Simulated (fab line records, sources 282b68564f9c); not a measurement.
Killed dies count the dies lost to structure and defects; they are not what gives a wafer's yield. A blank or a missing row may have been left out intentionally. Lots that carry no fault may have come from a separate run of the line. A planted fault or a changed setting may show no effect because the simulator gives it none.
fab line records -- flow rit-cmos -- part 1 of 2: steps 1 to 35 of 49
record lots=5, wafers=15, last-day=7
route steps=202 shown FOX2@23 NWELL@28 PWELL@39 WELLDRIVE@50 NRETRO@53 PRETRO@64
lots that met no fault: taken from a fault-free run of the same line
start-h: hours from the record's opening day to when the first of the lot's shown wafers began -- wait-h: hours from the lot's prior step to this one -- " as in the row above -- L1.1+2: one row covering several wafers at once -- - no value, or no start was given -- * or withheld: withheld -- < > ~ a bound
route shown NAME@n: a module of which the file shows steps, and the number in the route of the first -- usual: mean and standard deviation over wafers with no fault -- same: alike in all rows -- chamber/n: place in a boat -- sites: readings site by site -- _std_site: the standard deviation of these -- _edge_site: outer sites' mean less inner sites' -- radius-mm: for every site, how far away it sits from the centre of the wafer -- mask NAME#n: copy n -- behind: the last tool/chamber to shape the wafer -- hold: reason for holding the lot/hours on hold/outcome of the hold -- device: whichever transistor did not switch (one of n, p or np) -- end of line: the tests these same wafers got at the end of their route -- a step with no rows: only its recipe -- killed: dies lost to structure and defects at the first sort, not the wafer's yield -- map: per-die view of a wafer (x killed, . not killed, _ where there is no die)
set.NAME: the setting that was run; set.NAME@STEP: the one run at that earlier step -- model.NAME: the simulator's own value behind a step, which no gauge read
lots at selected steps of the route; one table per step, one row per wafer
services: the hour from which a tool's chamber was out of use, counted from the record's first day as start-h (under 0 if before that day), plus the number of hours and why
## steps
# step RIT_FOX2_OXIDATION_00
# recipe temp-c=1100, ambient=H2O, target-thk-a=3507, p-h2o-torr=720, ox-time-s=1130
# same ox-time-s=1130
lot.wafer,tool,chamber,start-h,wait-h
L074.1+2+4,furnace-03,0,18.74,0.0
L077.2+3+6,furnace-04,0,33.66,0.0
L086.1+4+6,furnace-03,0,80.19,0.0
L088.4+5+6,furnace-01,0,88.12,0.1
L095.2+3+4,furnace-01,0,124.78,0.1
# step RIT_FOX2_THK_MEAS_01
# recipe reads=SiO2_of_FOX2_OXIDATION_00
# usual FOX2_OXIDE_THK=349/5.8
lot.wafer,tool,chamber,start-h,wait-h,FOX2_OXIDE_THK[nm]
L074.1,film-metro-04,-,20.06,0.0,359
L074.2,film-metro-04,-,20.06,0.0,361
L074.4,film-metro-04,-,20.06,0.0,368
L077.2,film-metro-01,-,34.99,0.0,344
L077.3,film-metro-01,-,34.99,0.0,342
L077.6,film-metro-01,-,34.99,0.0,340
L086.1,film-metro-02,-,81.51,0.0,350
L086.4,film-metro-02,-,81.51,0.0,357
L086.6,film-metro-02,-,81.51,0.0,347
L088.4,film-metro-01,-,89.46,0.0,349
L088.5,film-metro-01,-,89.46,0.0,346
L088.6,film-metro-01,-,89.46,0.0,350
L095.2,film-metro-01,-,126.10,0.0,348
L095.3,film-metro-01,-,126.10,0.0,344
L095.4,film-metro-01,-,126.10,0.0,347
# step RIT_FOX2_CLEAN_02
# recipe chemistry=dHF, dilution=50:1, time-s=180
lot.wafer,tool,chamber,start-h,wait-h
L074.1+2+4,wet-bench-03,0,20.12,0.1
L077.2+3+6,wet-bench-03,1,35.04,0.0
L086.1+4+6,wet-bench-04,3,81.57,0.1
L088.4+5+6,wet-bench-03,1,89.49,0.0
L095.2+3+4,wet-bench-03,1,126.15,0.0
# step RIT_FOX2_WET_ETCH_03
# recipe chemistry=H3PO4, target=Si3N4, target-depth-nm=195, temp-c=165, time-s=2700
# usual temp-c=164.98/0.14
lot.wafer,tool,chamber,start-h,wait-h,temp-c
L074.1,wet-bench-04,0,20.18,0.0,165.21
L074.2,wet-bench-04,0,20.18,0.0,165.12
L074.4,wet-bench-04,0,20.18,0.0,165.00
L077.2,wet-bench-01,0,35.09,0.0,165.23
L077.3,wet-bench-01,0,35.09,0.0,165.12
L077.6,wet-bench-01,0,35.09,0.0,165.00
L086.1,wet-bench-01,1,81.63,0.0,164.96
L086.4,wet-bench-01,1,81.63,0.0,164.94
L086.6,wet-bench-01,1,81.63,0.0,165.01
L088.4,wet-bench-01,0,89.55,0.0,164.88
L088.5,wet-bench-01,0,89.55,0.0,164.89
L088.6,wet-bench-01,0,89.55,0.0,164.85
L095.2,wet-bench-04,1,126.21,0.0,165.07
L095.3,wet-bench-04,1,126.21,0.0,164.86
L095.4,wet-bench-04,1,126.21,0.0,165.11
# step RIT_FOX2_THK_MEAS_90
# recipe reads=SiO2_of_FOX2_OXIDATION_00
# usual FIELD_OXIDE_LEFT_1_THK=322/5.8
lot.wafer,tool,chamber,start-h,wait-h,FIELD_OXIDE_LEFT_1_THK[nm]
L074.1,film-metro-04,-,20.93,0.0,332
L074.2,film-metro-04,-,20.93,0.0,334
L074.4,film-metro-04,-,20.93,0.0,341
L077.2,film-metro-04,-,35.93,0.0,317
L077.3,film-metro-04,-,35.93,0.0,315
L077.6,film-metro-04,-,35.93,0.0,313
L086.1,film-metro-01,-,83.15,0.0,322
L086.4,film-metro-01,-,83.15,0.0,329
L086.6,film-metro-01,-,83.15,0.0,319
L088.4,film-metro-04,-,90.41,0.0,322
L088.5,film-metro-04,-,90.41,0.0,319
L088.6,film-metro-04,-,90.41,0.0,322
L095.2,film-metro-04,-,126.98,0.0,321
L095.3,film-metro-04,-,126.98,0.0,317
L095.4,film-metro-04,-,126.98,0.0,320
# step RIT_NWELL_HMDS_00
# recipe prime-time-s=60, prime-temp-c=140
lot.wafer,tool,chamber,start-h,wait-h
L074.1+2+4,litho-track-04,0,20.99,0.1
L077.2+3+6,litho-track-04,0,36.01,0.1
L086.1+4+6,litho-track-04,0,83.21,0.1
L088.4+5+6,litho-track-04,0,90.51,0.1
L095.2+3+4,litho-track-03,0,127.05,0.1
# step RIT_NWELL_COAT_01
# recipe resist=NOVOLAK, spin-rpm=2000, resist-thk-nm=1312
# usual dispense-pressure-kPa=49.5/1.1
lot.wafer,tool,chamber,start-h,wait-h,dispense-pressure-kPa
L074.1,litho-track-04,0,21.14,0.1,50.6
L074.2,litho-track-04,0,21.14,0.1,50.6
L074.4,litho-track-04,0,21.14,0.1,50.6
L077.2,litho-track-04,0,36.16,0.1,50.6
L077.3,litho-track-04,0,36.16,0.1,50.6
L077.6,litho-track-04,0,36.16,0.1,50.6
L086.1,litho-track-04,0,83.36,0.1,50.6
L086.4,litho-track-04,0,83.36,0.1,50.7
L086.6,litho-track-04,0,83.36,0.1,50.6
L088.4,litho-track-04,0,90.66,0.1,50.6
L088.5,litho-track-04,0,90.66,0.1,50.6
L088.6,litho-track-04,0,90.66,0.1,50.6
L095.2,litho-track-03,0,127.20,0.1,48.3
L095.3,litho-track-03,0,127.20,0.1,48.4
L095.4,litho-track-03,0,127.20,0.1,48.3
# step RIT_NWELL_SOFTBAKE_02
# recipe resist=NOVOLAK, temp-c=90, time-s=60
lot.wafer,tool,chamber,start-h,wait-h
L074.1+2+4,litho-track-04,0,21.29,0.1
L077.2+3+6,litho-track-04,0,36.31,0.1
L086.1+4+6,litho-track-04,0,83.51,0.1
L088.4+5+6,litho-track-04,0,90.81,0.1
L095.2+3+4,litho-track-03,0,127.35,0.1
# step RIT_NWELL_EXPOSE_03
# recipe mask-id=M2, na=0.57, target-cd-nm=43900, dose-mj=250
# usual stage-vel-mm-s=500.00/0.3
# same na=0.57
lot.wafer,tool,chamber,start-h,wait-h,mask,stage-vel-mm-s
L074.1,iline-stepper-01,0,21.57,0.2,M2#0,499.77
L074.2,iline-stepper-01,0,21.57,0.2,M2#0,499.49
L074.4,iline-stepper-01,0,21.57,0.2,M2#0,499.74
L077.2,iline-stepper-02,0,36.45,0.1,M2#0,500.32
L077.3,iline-stepper-02,0,36.45,0.1,M2#0,500.17
L077.6,iline-stepper-02,0,36.45,0.1,M2#0,500.15
L086.1,iline-stepper-02,0,83.66,0.1,M2#0,500.23
L086.4,iline-stepper-02,0,83.66,0.1,M2#0,500.35
L086.6,iline-stepper-02,0,83.66,0.1,M2#0,500.53
L088.4,iline-stepper-01,0,90.95,0.1,M2#0,499.99
L088.5,iline-stepper-01,0,90.95,0.1,M2#0,499.72
L088.6,iline-stepper-01,0,90.95,0.1,M2#0,499.62
L095.2,iline-stepper-01,0,127.50,0.1,M2#0,500.17
L095.3,iline-stepper-01,0,127.50,0.1,M2#0,500.04
L095.4,iline-stepper-01,0,127.50,0.1,M2#0,500.25
# step RIT_NWELL_PEB_04
# recipe resist=NOVOLAK, temp-c=withheld, time-s=withheld
lot.wafer,tool,chamber,start-h,wait-h
L074.1+2+4,litho-track-04,0,21.69,0.1
L077.2+3+6,litho-track-04,0,36.57,0.1
L086.1+4+6,litho-track-02,0,83.77,0.1
L088.4+5+6,litho-track-02,0,91.08,0.1
L095.2+3+4,litho-track-03,0,127.62,0.1
# step RIT_NWELL_DEVELOP_05
# recipe resist=NOVOLAK, develop-time-s=68, dev-temp-c=23
lot.wafer,tool,chamber,start-h,wait-h
L074.1+2+4,litho-track-04,0,-,-
L077.2+3+6,litho-track-04,0,-,-
L086.1+4+6,litho-track-02,0,-,-
L088.4+5+6,litho-track-02,0,-,-
L095.2+3+4,litho-track-03,0,-,-
# step RIT_NWELL_OVL_MEAS_06
# usual NWELL_OVL=0.5/1.5
lot.wafer,tool,chamber,start-h,wait-h,NWELL_OVL[nm]
L074.1,overlay-02,-,22.00,-,1.4
L074.2,overlay-02,-,22.00,-,0.7
L074.4,overlay-02,-,22.00,-,0.6
L077.2,overlay-02,-,36.87,-,-0.5
L077.3,overlay-02,-,36.87,-,0.8
L077.6,overlay-02,-,36.87,-,-0.5
L086.1,overlay-02,-,84.09,-,1.4
L086.4,overlay-02,-,84.09,-,1.1
L086.6,overlay-02,-,84.09,-,0.3
L088.4,overlay-02,-,91.33,-,1.9
L088.5,overlay-02,-,91.33,-,2.1
L088.6,overlay-02,-,91.33,-,2.5
L095.2,overlay-01,-,127.91,-,1.0
L095.3,overlay-01,-,127.91,-,0.5
L095.4,overlay-01,-,127.91,-,-0.8
# step RIT_NWELL_HARDBAKE_07
# recipe resist=NOVOLAK, temp-c=140, time-s=120
lot.wafer,tool,chamber,start-h,wait-h
L074.1+2+4,litho-track-02,0,22.03,0.0
L077.2+3+6,litho-track-03,0,36.94,0.1
L086.1+4+6,litho-track-02,0,84.12,0.0
L088.4+5+6,litho-track-03,0,91.48,0.1
L095.2+3+4,litho-track-04,0,127.98,0.1
# step RIT_NWELL_IMPLANT_08
# recipe species=P, energy-kev=170, dose-cm2=5e+13, tilt-deg=7
# same implant-ion-amu=31
lot.wafer,tool,chamber,start-h,wait-h
L074.1+2+4,implanter-02,0,22.28,0.2
L077.2+3+6,implanter-02,0,37.17,0.2
L086.1+4+6,implanter-01,0,84.37,0.2
L088.4+5+6,implanter-03,0,91.68,0.2
L095.2+3+4,implanter-01,0,128.22,0.2
# step RIT_NWELL_STRIP_09
# recipe chemistry=O2, time-s=180, resist=NOVOLAK, platen-temp-c=withheld, power-w=500, pressure-mtorr=4000, o2-flow-sccm=4000
# usual drypump-motor-current-A=5.7/0.54
lot.wafer,tool,chamber,start-h,wait-h,drypump-motor-current-A,rf-hours-counter-h
L074.1,plasma-asher-02,0,22.43,0.1,5.7,36
L074.2,plasma-asher-02,1,22.43,0.1,5.7,36
L074.4,plasma-asher-02,1,22.43,0.1,5.7,-
L077.2,plasma-asher-02,1,37.30,0.1,5.7,38
L077.3,plasma-asher-02,1,37.30,0.1,5.7,-
L077.6,plasma-asher-02,1,37.30,0.1,5.8,-
L086.1,plasma-asher-03,1,84.52,0.1,4.9,26
L086.4,plasma-asher-03,0,84.52,0.1,6.4,-
L086.6,plasma-asher-03,0,84.52,0.1,6.4,-
L088.4,plasma-asher-01,0,91.81,0.1,5.2,-
L088.5,plasma-asher-01,0,91.81,0.1,5.3,-
L088.6,plasma-asher-01,1,91.81,0.1,6.5,-
L095.2,plasma-asher-02,1,128.34,0.1,5.8,1
L095.3,plasma-asher-02,1,128.34,0.1,5.8,-
L095.4,plasma-asher-02,0,128.34,0.1,5.7,-
# step RIT_NWELL_TW_MEAS_10
# usual NWELL_TW=2170/20
lot.wafer,tool,chamber,start-h,wait-h,NWELL_TW
L074.1,film-metro-03,-,22.61,0.1,2174
L074.2,film-metro-03,-,22.61,0.1,2174
L074.4,film-metro-03,-,22.61,0.1,2171
L077.2,film-metro-04,-,37.48,0.1,2207
L077.3,film-metro-04,-,37.48,0.1,2193
L077.6,film-metro-04,-,37.48,0.1,2196
L086.1,film-metro-03,-,84.70,0.1,2167
L086.4,film-metro-03,-,84.70,0.1,2167
L086.6,film-metro-03,-,84.70,0.1,2173
L088.4,film-metro-01,-,91.96,0.1,2159
L088.5,film-metro-01,-,91.96,0.1,2137
L088.6,film-metro-01,-,91.96,0.1,2153
L095.2,film-metro-01,-,128.53,0.1,2158
L095.3,film-metro-01,-,128.53,0.1,2144
L095.4,film-metro-01,-,128.53,0.1,2160
# step RIT_PWELL_HMDS_00
# recipe prime-time-s=60, prime-temp-c=140
lot.wafer,tool,chamber,start-h,wait-h
L074.1+2+4,litho-track-04,0,22.67,0.1
L077.2+3+6,litho-track-03,0,37.56,0.1
L086.1+4+6,litho-track-01,0,84.76,0.1
L088.4+5+6,litho-track-04,0,92.06,0.1
L095.2+3+4,litho-track-01,0,128.60,0.1
# step RIT_PWELL_COAT_01
# recipe resist=NOVOLAK, spin-rpm=2000, resist-thk-nm=1300
# usual dispense-pressure-kPa=50.1/0.97
lot.wafer,tool,chamber,start-h,wait-h,dispense-pressure-kPa
L074.1,litho-track-04,0,22.82,0.1,50.6
L074.2,litho-track-04,0,22.82,0.1,50.6
L074.4,litho-track-04,0,22.82,0.1,50.6
L077.2,litho-track-03,0,37.71,0.1,48.4
L077.3,litho-track-03,0,37.71,0.1,48.5
L077.6,litho-track-03,0,37.71,0.1,48.5
L086.1,litho-track-01,0,84.91,0.1,50.7
L086.4,litho-track-01,0,84.91,0.1,50.7
L086.6,litho-track-01,0,84.91,0.1,50.7
L088.4,litho-track-04,0,92.21,0.1,50.7
L088.5,litho-track-04,0,92.21,0.1,50.6
L088.6,litho-track-04,0,92.21,0.1,50.6
L095.2,litho-track-01,0,128.75,0.1,50.7
L095.3,litho-track-01,0,128.75,0.1,50.7
L095.4,litho-track-01,0,128.75,0.1,50.7
# step RIT_PWELL_SOFTBAKE_02
# recipe resist=NOVOLAK, temp-c=91.21, time-s=60
lot.wafer,tool,chamber,start-h,wait-h
L074.1+2+4,litho-track-04,0,22.97,0.1
L077.2+3+6,litho-track-03,0,37.86,0.1
L086.1+4+6,litho-track-01,0,85.06,0.1
L088.4+5+6,litho-track-04,0,92.36,0.1
L095.2+3+4,litho-track-01,0,128.90,0.1
# step RIT_PWELL_EXPOSE_03
# recipe mask-id=M3, na=0.57, target-cd-nm=43700, dose-mj=250
# usual stage-vel-mm-s=499.99/0.27
# same na=0.57
lot.wafer,tool,chamber,start-h,wait-h,mask,stage-vel-mm-s
L074.1,iline-stepper-02,0,23.12,0.1,M3#0,500.18
L074.2,iline-stepper-02,0,23.12,0.1,M3#0,500.48
L074.4,iline-stepper-02,0,23.12,0.1,M3#0,500.35
L077.2,iline-stepper-02,0,38.00,0.1,M3#0,500.42
L077.3,iline-stepper-02,0,38.00,0.1,M3#0,500.56
L077.6,iline-stepper-02,0,38.00,0.1,M3#0,500.11
L086.1,iline-stepper-02,0,85.21,0.1,M3#0,499.88
L086.4,iline-stepper-02,0,85.21,0.1,M3#0,499.87
L086.6,iline-stepper-02,0,85.21,0.1,M3#0,500.06
L088.4,iline-stepper-01,0,92.62,0.2,M3#0,499.78
L088.5,iline-stepper-01,0,92.62,0.2,M3#0,499.52
L088.6,iline-stepper-01,0,92.62,0.2,M3#0,499.63
L095.2,iline-stepper-02,0,129.17,0.2,M3#0,499.94
L095.3,iline-stepper-02,0,129.17,0.2,M3#0,499.99
L095.4,iline-stepper-02,0,129.17,0.2,M3#0,499.93
# step RIT_PWELL_PEB_04
# recipe resist=NOVOLAK, temp-c=withheld, time-s=withheld
lot.wafer,tool,chamber,start-h,wait-h
L074.1+2+4,litho-track-03,0,23.24,0.1
L077.2+3+6,litho-track-03,0,38.12,0.1
L086.1+4+6,litho-track-01,0,85.33,0.1
L088.4+5+6,litho-track-04,0,92.75,0.1
L095.2+3+4,litho-track-03,0,129.29,0.1
# step RIT_PWELL_DEVELOP_05
# recipe resist=NOVOLAK, develop-time-s=68, dev-temp-c=23
lot.wafer,tool,chamber,start-h,wait-h
L074.1+2+4,litho-track-03,0,-,-
L077.2+3+6,litho-track-03,0,-,-
L086.1+4+6,litho-track-01,0,-,-
L088.4+5+6,litho-track-04,0,-,-
L095.2+3+4,litho-track-03,0,-,-
# step RIT_PWELL_OVL_MEAS_06
# usual PWELL_OVL=0.9/1.4
lot.wafer,tool,chamber,start-h,wait-h,PWELL_OVL[nm]
L074.1,overlay-01,-,23.55,-,3.1
L074.2,overlay-01,-,23.55,-,3.5
L074.4,overlay-01,-,23.55,-,2.7
L077.2,overlay-02,-,38.42,-,-0.1
L077.3,overlay-02,-,38.42,-,-0.4
L077.6,overlay-02,-,38.42,-,-0.3
L086.1,overlay-01,-,85.64,-,0.6
L086.4,overlay-01,-,85.64,-,1.6
L086.6,overlay-01,-,85.64,-,0.7
L088.4,overlay-02,-,93.01,-,-1.7
L088.5,overlay-02,-,93.01,-,-2.3
L088.6,overlay-02,-,93.01,-,-1.6
L095.2,overlay-02,-,129.59,-,-1.0
L095.3,overlay-02,-,129.59,-,-0.3
L095.4,overlay-02,-,129.59,-,2.1
# step RIT_PWELL_HARDBAKE_07
# recipe resist=NOVOLAK, temp-c=140, time-s=120
lot.wafer,tool,chamber,start-h,wait-h
L074.1+2+4,litho-track-03,0,23.59,0.0
L077.2+3+6,litho-track-03,0,38.60,0.2
L086.1+4+6,litho-track-03,0,85.68,0.0
L088.4+5+6,litho-track-03,0,93.15,0.1
L095.2+3+4,litho-track-04,0,129.66,0.1
# step RIT_PWELL_IMPLANT_08
# recipe species=B, energy-kev=173.2, dose-cm2=7e+13, tilt-deg=7
# same implant-ion-amu=11
lot.wafer,tool,chamber,start-h,wait-h
L074.1+2+4,implanter-04,0,23.84,0.2
L077.2+3+6,implanter-01,0,38.84,0.2
L086.1+4+6,implanter-02,0,85.93,0.2
L088.4+5+6,implanter-02,0,93.35,0.2
L095.2+3+4,implanter-01,0,129.89,0.2
# step RIT_PWELL_STRIP_09
# recipe chemistry=O2, time-s=180, resist=NOVOLAK, platen-temp-c=withheld, power-w=500, pressure-mtorr=4000, o2-flow-sccm=4000
# usual drypump-motor-current-A=5.8/0.61
lot.wafer,tool,chamber,start-h,wait-h,drypump-motor-current-A,rf-hours-counter-h
L074.1,plasma-asher-04,0,23.99,0.1,6.0,41
L074.2,plasma-asher-04,1,23.99,0.1,5.8,41
L074.4,plasma-asher-04,1,23.99,0.1,5.7,-
L077.2,plasma-asher-03,1,38.96,0.1,4.9,22
L077.3,plasma-asher-03,0,38.96,0.1,6.4,-
L077.6,plasma-asher-03,0,38.96,0.1,6.4,-
L086.1,plasma-asher-03,0,86.08,0.1,6.4,26
L086.4,plasma-asher-03,0,86.08,0.1,6.4,-
L086.6,plasma-asher-03,1,86.08,0.1,4.9,-
L088.4,plasma-asher-03,1,93.49,0.1,4.8,-
L088.5,plasma-asher-03,1,93.49,0.1,4.9,-
L088.6,plasma-asher-03,0,93.49,0.1,6.4,-
L095.2,plasma-asher-03,1,130.02,0.1,4.9,28
L095.3,plasma-asher-03,0,130.02,0.1,6.4,-
L095.4,plasma-asher-03,1,130.02,0.1,4.8,-
# step RIT_PWELL_TW_MEAS_10
# usual PWELL_TW=962/9.6
lot.wafer,tool,chamber,start-h,wait-h,PWELL_TW
L074.1,film-metro-04,-,24.16,0.1,981
L074.2,film-metro-04,-,24.16,0.1,979
L074.4,film-metro-04,-,24.16,0.1,980
L077.2,film-metro-01,-,39.15,0.1,960
L077.3,film-metro-01,-,39.15,0.1,960
L077.6,film-metro-01,-,39.15,0.1,962
L086.1,film-metro-01,-,86.25,0.1,960
L086.4,film-metro-01,-,86.25,0.1,953
L086.6,film-metro-01,-,86.25,0.1,955
L088.4,film-metro-03,-,93.63,0.1,964
L088.5,film-metro-03,-,93.63,0.1,954
L088.6,film-metro-03,-,93.63,0.1,961
L095.2,film-metro-01,-,130.20,0.1,953
L095.3,film-metro-01,-,130.20,0.1,955
L095.4,film-metro-01,-,130.20,0.1,948
# step RIT_WELLDRIVE_ANNEAL_00
# recipe temp-c=1100, time-s=14700, ambient=N2
lot.wafer,tool,chamber,start-h,wait-h
L074.1+2+4,furnace-01,0,24.35,0.2
L077.2+3+6,furnace-01,0,39.82,0.7
L086.1+4+6,furnace-04,0,87.70,1.4
L088.4+5+6,furnace-03,0,94.20,0.6
L095.2+3+4,furnace-01,0,130.94,0.7
# step RIT_WELLDRIVE_RS_MEAS_01
# recipe thk-meas-gauge=four-point-probe
# usual NWELL_RS=275.8/0.82
lot.wafer,tool,chamber,start-h,wait-h,NWELL_RS[ohm/sq]
L074.1,film-metro-04,-,29.43,0.0,275.3
L074.2,film-metro-04,-,29.43,0.0,275.8
L074.4,film-metro-04,-,29.43,0.0,275.5
L077.2,film-metro-01,-,44.92,0.0,275.1
L077.3,film-metro-01,-,44.92,0.0,275.0
L077.6,film-metro-01,-,44.92,0.0,274.8
L086.1,film-metro-04,-,92.79,0.0,275.5
L086.4,film-metro-04,-,92.79,0.0,274.7
L086.6,film-metro-04,-,92.79,0.0,275.0
L088.4,film-metro-03,-,99.34,0.1,274.3
L088.5,film-metro-03,-,99.34,0.1,275.1
L088.6,film-metro-03,-,99.34,0.1,274.7
L095.2,film-metro-03,-,136.04,0.0,275.8
L095.3,film-metro-03,-,136.04,0.0,275.6
L095.4,film-metro-03,-,136.04,0.0,276.1
# step RIT_WELLDRIVE_RS_MEAS_02
# recipe thk-meas-gauge=four-point-probe
# usual PWELL_RS=429.1/1.1
lot.wafer,tool,chamber,start-h,wait-h,PWELL_RS[ohm/sq]
L074.1,film-metro-04,-,29.55,0.1,428.7
L074.2,film-metro-04,-,29.55,0.1,429.3
L074.4,film-metro-04,-,29.55,0.1,429.9
L077.2,film-metro-01,-,45.04,0.1,428.3
L077.3,film-metro-01,-,45.04,0.1,427.5
L077.6,film-metro-01,-,45.04,0.1,427.9
L086.1,film-metro-04,-,92.91,0.1,430.3
L086.4,film-metro-04,-,92.91,0.1,430.7
L086.6,film-metro-04,-,92.91,0.1,430.8
L088.4,film-metro-03,-,99.46,0.1,430.1
L088.5,film-metro-03,-,99.46,0.1,430.1
L088.6,film-metro-03,-,99.46,0.1,431.4
L095.2,film-metro-03,-,136.16,0.1,430.1
L095.3,film-metro-03,-,136.16,0.1,431.1
L095.4,film-metro-03,-,136.16,0.1,431.7
# step RIT_NRETRO_HMDS_00
# recipe prime-time-s=60, prime-temp-c=140
lot.wafer,tool,chamber,start-h,wait-h
L074.1+2+4,litho-track-01,0,29.67,0.1
L077.2+3+6,litho-track-03,0,45.16,0.1
L086.1+4+6,litho-track-01,0,93.03,0.1
L088.4+5+6,litho-track-01,0,99.59,0.1
L095.2+3+4,litho-track-02,0,136.29,0.1
# step RIT_NRETRO_COAT_01
# recipe resist=NOVOLAK, spin-rpm=2000, resist-thk-nm=1300
# usual dispense-pressure-kPa=49.5/1.1
lot.wafer,tool,chamber,start-h,wait-h,dispense-pressure-kPa
L074.1,litho-track-01,0,29.82,0.1,50.8
L074.2,litho-track-01,0,29.82,0.1,50.8
L074.4,litho-track-01,0,29.82,0.1,50.8
L077.2,litho-track-03,0,45.31,0.1,48.4
L077.3,litho-track-03,0,45.31,0.1,48.5
L077.6,litho-track-03,0,45.31,0.1,48.5
L086.1,litho-track-01,0,93.18,0.1,50.6
L086.4,litho-track-01,0,93.18,0.1,50.7
L086.6,litho-track-01,0,93.18,0.1,50.7
L088.4,litho-track-01,0,99.74,0.1,50.7
L088.5,litho-track-01,0,99.74,0.1,50.7
L088.6,litho-track-01,0,99.74,0.1,50.7
L095.2,litho-track-02,0,136.44,0.1,48.4
L095.3,litho-track-02,0,136.44,0.1,48.4
L095.4,litho-track-02,0,136.44,0.1,48.4
# step RIT_NRETRO_SOFTBAKE_02
# recipe resist=NOVOLAK, temp-c=90, time-s=60
lot.wafer,tool,chamber,start-h,wait-h
L074.1+2+4,litho-track-01,0,29.97,0.1
L077.2+3+6,litho-track-03,0,45.46,0.1
L086.1+4+6,litho-track-01,0,93.33,0.1
L088.4+5+6,litho-track-01,0,99.89,0.1
L095.2+3+4,litho-track-02,0,136.59,0.1
# step RIT_NRETRO_EXPOSE_03
# recipe mask-id=M4, na=0.57, target-cd-nm=43900, dose-mj=250
# usual stage-vel-mm-s=500.03/0.25
# same na=0.57
lot.wafer,tool,chamber,start-h,wait-h,mask,stage-vel-mm-s
L074.1,iline-stepper-02,0,30.25,0.2,M4#0,500.16
L074.2,iline-stepper-02,0,30.25,0.2,M4#0,500.68
L074.4,iline-stepper-02,0,30.25,0.2,M4#0,500.24
L077.2,iline-stepper-02,0,45.73,0.2,M4#0,499.66
L077.3,iline-stepper-02,0,45.73,0.2,M4#0,499.58
L077.6,iline-stepper-02,0,45.73,0.2,M4#0,499.54
L086.1,iline-stepper-01,0,93.48,0.1,M4#0,499.71
L086.4,iline-stepper-01,0,93.48,0.1,M4#0,500.23
L086.6,iline-stepper-01,0,93.48,0.1,M4#0,500.15
L088.4,iline-stepper-01,0,100.15,0.2,M4#0,500.14
L088.5,iline-stepper-01,0,100.15,0.2,M4#0,499.88
L088.6,iline-stepper-01,0,100.15,0.2,M4#0,499.68
L095.2,iline-stepper-02,0,136.73,0.1,M4#0,500.19
L095.3,iline-stepper-02,0,136.73,0.1,M4#0,500.40
L095.4,iline-stepper-02,0,136.73,0.1,M4#0,499.91
# step RIT_NRETRO_PEB_04
# recipe resist=NOVOLAK, temp-c=withheld, time-s=withheld
lot.wafer,tool,chamber,start-h,wait-h
L074.1+2+4,litho-track-01,0,30.37,0.1
L077.2+3+6,litho-track-03,0,45.86,0.1
L086.1+4+6,litho-track-03,0,93.59,0.1
L088.4+5+6,litho-track-01,0,100.29,0.1
L095.2+3+4,litho-track-02,0,136.86,0.1
